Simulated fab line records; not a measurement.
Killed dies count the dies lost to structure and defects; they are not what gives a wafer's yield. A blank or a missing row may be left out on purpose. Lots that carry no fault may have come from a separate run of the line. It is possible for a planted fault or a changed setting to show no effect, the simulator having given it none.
fab line records	flow rit_cmos
[record] lots = 13	wafers = 39	last_day = 7
route steps=202 shown SILICIDE@162
lots that met no fault: from a run of the same line without faults
start_h: hours from the record's first day to the start of the lot's first wafer shown	wait_h: hours elapsed since this lot's preceding step	" identical to the entry in the row above	L1.1+2: a row that stands for several wafers	- no value, or no start was given	* or withheld: withheld	< > ~ a bound
route shown NAME@n: NAME is a module with steps in the file, n the number in the route of the first one	usual: mean/standard deviation of fault-free wafers	same: alike in all rows	chamber/n: place in a boat	sites: per-site readings	_std_site: the standard deviation of these	_edge_site: outer sites' mean less inner sites'	radius_mm: for every site, how far away it sits from the centre of the wafer	mask NAME#n: copy n	behind: the last tool/chamber to shape the wafer	hold: why the lot was held/for how many hours/how that ended	device: names the non-switching transistor (n, p or np)	end of line: at the end of the route, the tests of the same wafers	for a step that has no rows: nothing shown but its recipe	killed: at the first sort, the dies lost to defects and structure; wafer yield is something else	map: shows each die of a wafer: x if killed, . if not, _ if none is there
set.NAME: the run value of the setting; set.NAME@STEP: its run value at that earlier step	model.NAME: the simulator's own value behind a step, which no gauge read
one table for each step of the route and one row for each wafer, over a sample of lots
services: from which hour (start_h, from the record's first day; less than 0 if before it) a tool's chamber was out of use, for how many hours, and why
[[steps]]
[step RIT_SILICIDE_SPUTTER_01]
[recipe] material = Ti	target_thk_nm = 30	power_w = 361.5	chamber_pressure_pa = 0.667	gas = Ar	time_s = 240	substrate_temp_c = 25
[usual] cathode_dc_power_W = 361.50/0.071	throttle_valve_pct = 29.6/1.4
lot.wafer	tool	chamber	start_h	wait_h	cathode_dc_power_W	throttle_valve_pct
L695.3	pvd_sputter-04	-	58.20	0.0	361.43	27.8
L695.4	"	-	"	"	361.61	32.1
L695.5	"	-	"	"	361.48	27.9
L696.1	pvd_sputter-04	-	61.73	0.0	361.30	27.5
L696.2	"	-	"	"	361.44	28.0
L696.6	"	-	"	"	361.62	28.1
L697.3	pvd_sputter-02	-	65.48	0.0	361.34	28.8
L697.5	"	-	"	"	361.48	29.9
L697.6	"	-	"	"	361.53	31.4
L700.2	pvd_sputter-04	-	87.59	0.0	361.50	29.5
L700.3	"	-	"	"	361.36	27.9
L700.6	"	-	"	"	361.60	28.0
L701.1	pvd_sputter-02	-	91.41	0.0	361.56	31.2
L701.2	"	-	"	"	361.59	29.0
L701.5	"	-	"	"	361.40	28.3
L708.4	pvd_sputter-01	-	126.99	0.0	361.52	30.6
L708.5	"	-	"	"	361.53	28.3
L708.6	"	-	"	"	361.51	30.7
L709.1	pvd_sputter-02	-	127.56	0.0	361.40	28.3
L709.5	"	-	"	"	361.45	31.5
L709.6	"	-	"	"	361.40	28.7
L713.2	pvd_sputter-02	-	147.51	0.0	361.50	31.3
L713.3	"	-	"	"	361.58	30.2
L713.4	"	-	"	"	361.46	28.8
L712.3	pvd_sputter-04	-	148.22	0.0	361.47	32.2
L712.4	"	-	"	"	361.47	28.0
L712.5	"	-	"	"	361.44	32.0
L714.2	pvd_sputter-02	-	155.39	0.0	361.40	31.4
L714.4	"	-	"	"	361.43	29.0
L714.5	"	-	"	"	361.41	28.5
L715.1	pvd_sputter-01	-	166.96	0.0	361.52	30.1
L715.4	"	-	"	"	361.44	28.4
L715.5	"	-	"	"	361.51	28.4
L717.1	pvd_sputter-04	-	169.66	0.0	361.57	27.6
L717.3	"	-	"	"	361.50	27.7
L717.4	"	-	"	"	361.46	32.0
L716.2	pvd_sputter-01	-	169.88	0.0	361.57	30.3
L716.3	"	-	"	"	361.49	30.6
L716.5	"	-	"	"	361.55	30.5
[step RIT_SILICIDE_RS_MEAS_02]
[recipe] thk_meas_gauge = four-point-probe	reads = Ti_of_SILICIDE_SPUTTER_01
[usual] SILICIDE_TI_RS = 46.0/0.65
lot.wafer	tool	chamber	start_h	wait_h	SILICIDE_TI_RS[ohm/sq]
L695.3	film_metro-02	-	58.39	0.1	46.0
L695.4	"	-	"	"	44.7
L695.5	"	-	"	"	46.1
L696.1	film_metro-04	-	61.88	0.1	47.0
L696.2	"	-	"	"	45.9
L696.6	"	-	"	"	46.3
L697.3	film_metro-01	-	65.67	0.1	46.0
L697.5	"	-	"	"	46.3
L697.6	"	-	"	"	46.2
L700.2	film_metro-02	-	87.76	0.1	46.1
L700.3	"	-	"	"	41.6
L700.6	"	-	"	"	46.0
L701.1	film_metro-01	-	91.56	0.1	46.7
L701.2	"	-	"	"	46.7
L701.5	"	-	"	"	46.8
L708.4	film_metro-01	-	127.20	0.1	46.1
L708.5	"	-	"	"	46.4
L708.6	"	-	"	"	45.3
L709.1	film_metro-02	-	127.71	0.1	46.9
L709.5	"	-	"	"	46.8
L709.6	"	-	"	"	46.9
L713.2	film_metro-02	-	147.68	0.1	46.7
L713.3	"	-	"	"	46.9
L713.4	"	-	"	"	47.4
L712.3	film_metro-02	-	148.41	0.1	44.9
L712.4	"	-	"	"	46.5
L712.5	"	-	"	"	45.2
L714.2	film_metro-02	-	155.56	0.1	46.5
L714.4	"	-	"	"	46.3
L714.5	"	-	"	"	46.4
L715.1	film_metro-01	-	167.11	0.1	45.8
L715.4	"	-	"	"	46.9
L715.5	"	-	"	"	46.8
L717.1	film_metro-02	-	169.81	0.1	45.7
L717.3	"	-	"	"	45.7
L717.4	"	-	"	"	44.9
L716.2	film_metro-01	-	170.05	0.1	44.8
L716.3	"	-	"	"	45.4
L716.5	"	-	"	"	45.5
[step RIT_SILICIDE_THK_MEAS_03]
[recipe] thk_meas_gauge = xrf	reads = Ti_of_SILICIDE_SPUTTER_01
[usual] SILICIDE_TI_THK = 30.7/0.36
lot.wafer	tool	chamber	start_h	wait_h	SILICIDE_TI_THK[nm]
L695.3	film_metro-02	-	58.49	0.1	30.9
L695.4	"	-	"	"	31.6
L695.5	"	-	"	"	30.8
L696.1	film_metro-04	-	62.00	0.1	30.1
L696.2	"	-	"	"	30.7
L696.6	"	-	"	"	30.4
L697.3	film_metro-01	-	65.77	0.1	30.6
L697.5	"	-	"	"	30.4
L697.6	"	-	"	"	30.4
L700.2	film_metro-02	-	87.87	0.1	31.0
L700.3	"	-	"	"	33.6
L700.6	"	-	"	"	31.0
L701.1	film_metro-01	-	91.68	0.1	30.2
L701.2	"	-	"	"	30.2
L701.5	"	-	"	"	30.0
L708.4	film_metro-01	-	127.29	0.1	30.4
L708.5	"	-	"	"	30.4
L708.6	"	-	"	"	30.9
L709.1	film_metro-02	-	127.83	0.1	30.3
L709.5	"	-	"	"	30.4
L709.6	"	-	"	"	30.5
L713.2	film_metro-02	-	147.79	0.1	30.7
L713.3	"	-	"	"	30.6
L713.4	"	-	"	"	30.2
L712.3	film_metro-02	-	148.51	0.1	31.4
L712.4	"	-	"	"	30.7
L712.5	"	-	"	"	31.4
L714.2	film_metro-02	-	155.67	0.1	30.6
L714.4	"	-	"	"	30.7
L714.5	"	-	"	"	30.8
L715.1	film_metro-01	-	167.23	0.1	30.7
L715.4	"	-	"	"	30.2
L715.5	"	-	"	"	30.3
L717.1	film_metro-02	-	169.93	0.1	31.0
L717.3	"	-	"	"	31.3
L717.4	"	-	"	"	31.6
L716.2	film_metro-01	-	170.16	0.1	31.2
L716.3	"	-	"	"	30.8
L716.5	"	-	"	"	30.8
[[services]]
tool	chamber	start_h	hours	kind
pvd_sputter-04	-	47.80	1.7	repair
pvd_sputter-04	-	92.36	1.4	repair
pvd_sputter-01	-	111.26	4.3	repair
pvd_sputter-02	-	141.45	3.2	repair
pvd_sputter-02	-	161.72	9.3	repair
pvd_sputter-02	-	167.20	0.7	repair
pvd_sputter-02	-	169.51	3.9	repair
[[key]]
[first_sign] step = RIT_SILICIDE_RS_MEAS_02	reading = SILICIDE_TI_RS	direction = down	sigmas = 6.9	usual = 46.0	struck = 41.6
[effect] step = RIT_SILICIDE_THK_MEAS_03	reading = SILICIDE_TI_THK	direction = up	sigmas = 8.2	usual = 30.7	struck = 33.6
met_at RIT_SILICIDE_SPUTTER_01
struck_lots L700
struck_wafers L700.3
tester_left_out L700
onset_between 61.73 87.59
[fault] kind = process_parameter_drift	tool = pvd_sputter-04	chamber = -	onset_h = 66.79	steps = RIT_SILICIDE_SPUTTER_01	channel = target_thk_nm	offset = 2.9603	shape = step	end_h = 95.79	acts_in = these_recipes_only	stated = 30	scope = struck_wafers_only
// tester_left_out: of these lots the tester's yield and bins aren't shown, on N5 and GAA mostly nor the transistor test; their killed dies are dies lost to structure and defects alone, not to doping, threshold or leakage, so they don't give the yield
